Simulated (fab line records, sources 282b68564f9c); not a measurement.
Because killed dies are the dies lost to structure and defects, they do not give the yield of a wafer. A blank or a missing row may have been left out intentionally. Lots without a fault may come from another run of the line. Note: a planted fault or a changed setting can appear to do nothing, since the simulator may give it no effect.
fab line records || flow ritCmos
[record] {"lots": 13, "wafers": 39, "lastDay": 8}
route steps=202 shown ACTIVE@9
lots that met no fault: from a run of the same line without faults
startH: hours from the record's opening day to when the first of the lot's shown wafers began || waitH: how many hours have passed since the lot's step before this one || " unchanged from the row above || L1.1+2: a row that stands for several wafers || - either no value or no given start || * or withheld: withheld || < > ~ a bound
route shown NAME@n: NAME is a module with steps in the file, n the number in the route of the first one || usual: mean/standard deviation of fault-free wafers || same: alike in all rows || chamber/n: place in a boat || sites: per-site readings || _std_site: the values' standard deviation || _edge_site: mean of outer sites minus mean of inner sites || radiusMm: how far each site lies from the wafer's centre || mask NAME#n: copy n || behind: tool/chamber where the wafer was last shaped || hold: what put the lot on hold/how long, in hours/how the hold closed || device: names the non-switching transistor (n, p or np) || end of line: the route-end tests of the same wafers || a step given without rows: its recipe and nothing more || killed: the dies lost at the first sort to structure and to defects; this is not the yield of the wafer || map: the dies of a wafer, with x for killed, . for not killed, _ for no die there
set.NAME: the run value of the setting; set.NAME@STEP: its run value at that earlier step || model.NAME: the simulator's own value behind a step, which no gauge read
one table for each step of the route and one row for each wafer, over a sample of lots
services: the hour from which a tool's chamber was out of use, counted from the record's first day as startH (under 0 if before that day), plus the number of hours and why
[[steps]]
[step RIT_ACTIVE_EXPOSE_08]
[recipe] {"maskId": "M1", "na": 0.6, "sourceShape": "conventional", "sigmaOuter": 0.6, "targetCdNm": 1400, "doseMj": 225}
[usual] {"exposureDoseMJCm2": "225.5/0.62", "focusOffsetNm": "0.1/0.53"}
{"lot.wafer": "L938.1", "tool": "ilineStepper-01", "chamber": 0, "startH": 14.35, "waitH": 0.2, "mask": "M1#0", "exposureDoseMJCm2": 225.4, "focusOffsetNm": -0.2}
{"lot.wafer": "L938.4", "tool": "ilineStepper-01", "chamber": 0, "startH": 14.35, "waitH": 0.2, "mask": "M1#0", "exposureDoseMJCm2": 225.2, "focusOffsetNm": -0.2}
{"lot.wafer": "L938.6", "tool": "ilineStepper-01", "chamber": 0, "startH": 14.35, "waitH": 0.2, "mask": "M1#0", "exposureDoseMJCm2": 224.9, "focusOffsetNm": 0.0}
{"lot.wafer": "L939.2", "tool": "ilineStepper-01", "chamber": 0, "startH": 19.06, "waitH": 0.1, "mask": "M1#0", "exposureDoseMJCm2": 224.7, "focusOffsetNm": -0.4}
{"lot.wafer": "L939.3", "tool": "ilineStepper-01", "chamber": 0, "startH": 19.06, "waitH": 0.1, "mask": "M1#0", "exposureDoseMJCm2": 224.8, "focusOffsetNm": 1.0}
{"lot.wafer": "L939.5", "tool": "ilineStepper-01", "chamber": 0, "startH": 19.06, "waitH": 0.1, "mask": "M1#0", "exposureDoseMJCm2": 225.0, "focusOffsetNm": -0.1}
{"lot.wafer": "L941.2", "tool": "ilineStepper-02", "chamber": 0, "startH": 30.33, "waitH": 0.2, "mask": "M1#0", "exposureDoseMJCm2": 226.3, "focusOffsetNm": 0.9}
{"lot.wafer": "L941.4", "tool": "ilineStepper-02", "chamber": 0, "startH": 30.33, "waitH": 0.2, "mask": "M1#0", "exposureDoseMJCm2": 226.5, "focusOffsetNm": -0.2}
{"lot.wafer": "L941.6", "tool": "ilineStepper-02", "chamber": 0, "startH": 30.33, "waitH": 0.2, "mask": "M1#0", "exposureDoseMJCm2": 226.1, "focusOffsetNm": 0.0}
{"lot.wafer": "L942.1", "tool": "ilineStepper-02", "chamber": 0, "startH": 34.08, "waitH": 0.1, "mask": "M1_R1#0", "exposureDoseMJCm2": 225.6, "focusOffsetNm": -0.8}
{"lot.wafer": "L942.4", "tool": "ilineStepper-02", "chamber": 0, "startH": 34.08, "waitH": 0.1, "mask": "M1_R1#0", "exposureDoseMJCm2": 225.7, "focusOffsetNm": 0.3}
{"lot.wafer": "L942.5", "tool": "ilineStepper-02", "chamber": 0, "startH": 34.08, "waitH": 0.1, "mask": "M1_R1#0", "exposureDoseMJCm2": 225.8, "focusOffsetNm": 0.7}
{"lot.wafer": "L951.1", "tool": "ilineStepper-02", "chamber": 0, "startH": 79.17, "waitH": 0.2, "mask": "M1#0", "exposureDoseMJCm2": 226.5, "focusOffsetNm": 0.7}
{"lot.wafer": "L951.5", "tool": "ilineStepper-02", "chamber": 0, "startH": 79.17, "waitH": 0.2, "mask": "M1#0", "exposureDoseMJCm2": 226.5, "focusOffsetNm": 0.2}
{"lot.wafer": "L951.6", "tool": "ilineStepper-02", "chamber": 0, "startH": 79.17, "waitH": 0.2, "mask": "M1#0", "exposureDoseMJCm2": 226.0, "focusOffsetNm": 0.2}
{"lot.wafer": "L952.3", "tool": "ilineStepper-02", "chamber": 0, "startH": 87.41, "waitH": 0.1, "mask": "M1#0", "exposureDoseMJCm2": 226.0, "focusOffsetNm": 0.0}
{"lot.wafer": "L952.4", "tool": "ilineStepper-02", "chamber": 0, "startH": 87.41, "waitH": 0.1, "mask": "M1#0", "exposureDoseMJCm2": 226.1, "focusOffsetNm": 0.0}
{"lot.wafer": "L952.6", "tool": "ilineStepper-02", "chamber": 0, "startH": 87.41, "waitH": 0.1, "mask": "M1#0", "exposureDoseMJCm2": 226.2, "focusOffsetNm": -0.6}
{"lot.wafer": "L953.1", "tool": "ilineStepper-02", "chamber": 0, "startH": 89.88, "waitH": 0.1, "mask": "M1#0", "exposureDoseMJCm2": 225.8, "focusOffsetNm": 0.0}
{"lot.wafer": "L953.2", "tool": "ilineStepper-02", "chamber": 0, "startH": 89.88, "waitH": 0.1, "mask": "M1#0", "exposureDoseMJCm2": 225.9, "focusOffsetNm": -0.1}
{"lot.wafer": "L953.3", "tool": "ilineStepper-02", "chamber": 0, "startH": 89.88, "waitH": 0.1, "mask": "M1#0", "exposureDoseMJCm2": 226.1, "focusOffsetNm": -0.3}
{"lot.wafer": "L954.1", "tool": "ilineStepper-01", "chamber": 0, "startH": 94.17, "waitH": 0.2, "mask": "M1#0", "exposureDoseMJCm2": 225.2, "focusOffsetNm": -1.0}
{"lot.wafer": "L954.2", "tool": "ilineStepper-01", "chamber": 0, "startH": 94.17, "waitH": 0.2, "mask": "M1#0", "exposureDoseMJCm2": 225.0, "focusOffsetNm": -0.6}
{"lot.wafer": "L954.3", "tool": "ilineStepper-01", "chamber": 0, "startH": 94.17, "waitH": 0.2, "mask": "M1#0", "exposureDoseMJCm2": 225.2, "focusOffsetNm": -0.7}
{"lot.wafer": "L955.3", "tool": "ilineStepper-02", "chamber": 0, "startH": 100.82, "waitH": 0.2, "mask": "M1#0", "exposureDoseMJCm2": 226.0, "focusOffsetNm": -0.1}
{"lot.wafer": "L955.4", "tool": "ilineStepper-02", "chamber": 0, "startH": 100.82, "waitH": 0.2, "mask": "M1#0", "exposureDoseMJCm2": 226.2, "focusOffsetNm": -0.4}
{"lot.wafer": "L955.5", "tool": "ilineStepper-02", "chamber": 0, "startH": 100.82, "waitH": 0.2, "mask": "M1#0", "exposureDoseMJCm2": 226.3, "focusOffsetNm": 0.1}
{"lot.wafer": "L957.4", "tool": "ilineStepper-02", "chamber": 0, "startH": 111.92, "waitH": 0.2, "mask": "M1#0", "exposureDoseMJCm2": 225.9, "focusOffsetNm": 0.5}
{"lot.wafer": "L957.5", "tool": "ilineStepper-02", "chamber": 0, "startH": 111.92, "waitH": 0.2, "mask": "M1#0", "exposureDoseMJCm2": 226.0, "focusOffsetNm": 0.4}
{"lot.wafer": "L957.6", "tool": "ilineStepper-02", "chamber": 0, "startH": 111.92, "waitH": 0.2, "mask": "M1#0", "exposureDoseMJCm2": 226.0, "focusOffsetNm": 0.0}
{"lot.wafer": "L958.1", "tool": "ilineStepper-01", "chamber": 0, "startH": 115.08, "waitH": 0.2, "mask": "M1#0", "exposureDoseMJCm2": 225.0, "focusOffsetNm": 0.7}
{"lot.wafer": "L958.4", "tool": "ilineStepper-01", "chamber": 0, "startH": 115.08, "waitH": 0.2, "mask": "M1#0", "exposureDoseMJCm2": 224.6, "focusOffsetNm": 0.2}
{"lot.wafer": "L958.6", "tool": "ilineStepper-01", "chamber": 0, "startH": 115.08, "waitH": 0.2, "mask": "M1#0", "exposureDoseMJCm2": 224.9, "focusOffsetNm": 0.1}
{"lot.wafer": "L959.3", "tool": "ilineStepper-01", "chamber": 0, "startH": 121.56, "waitH": 0.1, "mask": "M1#0", "exposureDoseMJCm2": 224.7, "focusOffsetNm": 0.8}
{"lot.wafer": "L959.4", "tool": "ilineStepper-01", "chamber": 0, "startH": 121.56, "waitH": 0.1, "mask": "M1#0", "exposureDoseMJCm2": 225.1, "focusOffsetNm": 0.1}
{"lot.wafer": "L959.6", "tool": "ilineStepper-01", "chamber": 0, "startH": 121.56, "waitH": 0.1, "mask": "M1#0", "exposureDoseMJCm2": 224.7, "focusOffsetNm": -0.3}
{"lot.wafer": "L961.2", "tool": "ilineStepper-01", "chamber": 0, "startH": 132.82, "waitH": 0.1, "mask": "M1#0", "exposureDoseMJCm2": 225.1, "focusOffsetNm": 0.1}
{"lot.wafer": "L961.3", "tool": "ilineStepper-01", "chamber": 0, "startH": 132.82, "waitH": 0.1, "mask": "M1#0", "exposureDoseMJCm2": 225.0, "focusOffsetNm": 0.0}
{"lot.wafer": "L961.5", "tool": "ilineStepper-01", "chamber": 0, "startH": 132.82, "waitH": 0.1, "mask": "M1#0", "exposureDoseMJCm2": 224.8, "focusOffsetNm": 0.6}
[step RIT_ACTIVE_CD_MEAS_11]
[recipe] {"targetCdNm": 1400}
[usual] {"cdNm": "1400.3/2.2"}
{"lot.wafer": "L938.1", "tool": "cdSem-02", "chamber": "-", "startH": 14.75, "waitH": "-", "cdNm": 1399.5}
{"lot.wafer": "L938.4", "tool": "cdSem-02", "chamber": "-", "startH": 14.75, "waitH": "-", "cdNm": 1399.5}
{"lot.wafer": "L938.6", "tool": "cdSem-02", "chamber": "-", "startH": 14.75, "waitH": "-", "cdNm": 1401.5}
{"lot.wafer": "L939.2", "tool": "cdSem-02", "chamber": "-", "startH": 19.46, "waitH": "-", "cdNm": 1398.8}
{"lot.wafer": "L939.3", "tool": "cdSem-02", "chamber": "-", "startH": 19.46, "waitH": "-", "cdNm": 1399.3}
{"lot.wafer": "L939.5", "tool": "cdSem-02", "chamber": "-", "startH": 19.46, "waitH": "-", "cdNm": 1399.9}
{"lot.wafer": "L941.2", "tool": "cdSem-02", "chamber": "-", "startH": 30.73, "waitH": "-", "cdNm": 1399.8}
{"lot.wafer": "L941.4", "tool": "cdSem-02", "chamber": "-", "startH": 30.73, "waitH": "-", "cdNm": 1401.0}
{"lot.wafer": "L941.6", "tool": "cdSem-02", "chamber": "-", "startH": 30.73, "waitH": "-", "cdNm": 1400.0}
{"lot.wafer": "L942.1", "tool": "cdSem-02", "chamber": "-", "startH": 34.48, "waitH": "-", "cdNm": 1276.4}
{"lot.wafer": "L942.4", "tool": "cdSem-02", "chamber": "-", "startH": 34.48, "waitH": "-", "cdNm": 1278.9}
{"lot.wafer": "L942.5", "tool": "cdSem-02", "chamber": "-", "startH": 34.48, "waitH": "-", "cdNm": 1277.0}
{"lot.wafer": "L951.1", "tool": "cdSem-01", "chamber": "-", "startH": 79.56, "waitH": "-", "cdNm": 1397.8}
{"lot.wafer": "L951.5", "tool": "cdSem-01", "chamber": "-", "startH": 79.56, "waitH": "-", "cdNm": 1401.1}
{"lot.wafer": "L951.6", "tool": "cdSem-01", "chamber": "-", "startH": 79.56, "waitH": "-", "cdNm": 1397.9}
{"lot.wafer": "L952.3", "tool": "cdSem-01", "chamber": "-", "startH": 87.81, "waitH": "-", "cdNm": 1402.2}
{"lot.wafer": "L952.4", "tool": "cdSem-01", "chamber": "-", "startH": 87.81, "waitH": "-", "cdNm": 1402.6}
{"lot.wafer": "L952.6", "tool": "cdSem-01", "chamber": "-", "startH": 87.81, "waitH": "-", "cdNm": 1404.8}
{"lot.wafer": "L953.1", "tool": "cdSem-01", "chamber": "-", "startH": 90.28, "waitH": "-", "cdNm": 1402.0}
{"lot.wafer": "L953.2", "tool": "cdSem-01", "chamber": "-", "startH": 90.28, "waitH": "-", "cdNm": 1402.1}
{"lot.wafer": "L953.3", "tool": "cdSem-01", "chamber": "-", "startH": 90.28, "waitH": "-", "cdNm": 1403.0}
{"lot.wafer": "L954.1", "tool": "cdSem-01", "chamber": "-", "startH": 94.59, "waitH": "-", "cdNm": 1401.7}
{"lot.wafer": "L954.2", "tool": "cdSem-01", "chamber": "-", "startH": 94.59, "waitH": "-", "cdNm": 1402.0}
{"lot.wafer": "L954.3", "tool": "cdSem-01", "chamber": "-", "startH": 94.59, "waitH": "-", "cdNm": 1400.1}
{"lot.wafer": "L955.3", "tool": "cdSem-01", "chamber": "-", "startH": 101.22, "waitH": "-", "cdNm": 1401.2}
{"lot.wafer": "L955.4", "tool": "cdSem-01", "chamber": "-", "startH": 101.22, "waitH": "-", "cdNm": 1399.4}
{"lot.wafer": "L955.5", "tool": "cdSem-01", "chamber": "-", "startH": 101.22, "waitH": "-", "cdNm": 1400.2}
{"lot.wafer": "L957.4", "tool": "cdSem-01", "chamber": "-", "startH": 112.32, "waitH": "-", "cdNm": 1395.3}
{"lot.wafer": "L957.5", "tool": "cdSem-01", "chamber": "-", "startH": 112.32, "waitH": "-", "cdNm": 1399.1}
{"lot.wafer": "L957.6", "tool": "cdSem-01", "chamber": "-", "startH": 112.32, "waitH": "-", "cdNm": 1397.6}
{"lot.wafer": "L958.1", "tool": "cdSem-01", "chamber": "-", "startH": 115.48, "waitH": "-", "cdNm": 1400.8}
{"lot.wafer": "L958.4", "tool": "cdSem-01", "chamber": "-", "startH": 115.48, "waitH": "-", "cdNm": 1399.7}
{"lot.wafer": "L958.6", "tool": "cdSem-01", "chamber": "-", "startH": 115.48, "waitH": "-", "cdNm": 1403.0}
{"lot.wafer": "L959.3", "tool": "cdSem-01", "chamber": "-", "startH": 121.96, "waitH": "-", "cdNm": 1397.4}
{"lot.wafer": "L959.4", "tool": "cdSem-01", "chamber": "-", "startH": 121.96, "waitH": "-", "cdNm": 1397.8}
{"lot.wafer": "L959.6", "tool": "cdSem-01", "chamber": "-", "startH": 121.96, "waitH": "-", "cdNm": 1396.2}
{"lot.wafer": "L961.2", "tool": "cdSem-01", "chamber": "-", "startH": 133.22, "waitH": "-", "cdNm": 1401.0}
{"lot.wafer": "L961.3", "tool": "cdSem-01", "chamber": "-", "startH": 133.22, "waitH": "-", "cdNm": 1399.7}
{"lot.wafer": "L961.5", "tool": "cdSem-01", "chamber": "-", "startH": 133.22, "waitH": "-", "cdNm": 1402.6}
[[services]]
{"tool": "ilineStepper-01", "chamber": "-", "startH": -2.27, "hours": 1.7, "kind": "pm"}
{"tool": "ilineStepper-02", "chamber": 0, "startH": 14.90, "hours": "-", "kind": "calibration"}
{"tool": "ilineStepper-02", "chamber": "-", "startH": 47.79, "hours": 4.4, "kind": "pm"}
{"tool": "ilineStepper-02", "chamber": "-", "startH": 115.35, "hours": 7.2, "kind": "repair"}
{"tool": "ilineStepper-02", "chamber": "-", "startH": 122.57, "hours": 1.7, "kind": "pm"}
[[key]]
[firstSign] {"step": "RIT_ACTIVE_EXPOSE_08", "reading": "mask", "direction": "changed"}
[effect] {"step": "RIT_ACTIVE_CD_MEAS_11", "reading": "cdNm", "direction": "down", "sigmas": 56, "usual": 1400.3, "struck": 1277.5}
metAt RIT_ACTIVE_EXPOSE_08
struckLots L942
testerLeftOut L942
onsetBetween 30.33 34.08
[fault] {"kind": "wrongMask", "tool": "any", "chamber": "-", "onsetH": 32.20, "steps": "RIT_ACTIVE_EXPOSE_08", "auxCopy": "M1_R1#0", "cdOffsetNm": -120, "scope": "struckLotsOnly"}
// testerLeftOut: of these lots the tester's yield and bins aren't shown, on N5 and GAA mostly nor the transistor test; their killed dies are dies lost to structure and defects alone, not to doping, threshold or leakage, so they don't give the yield
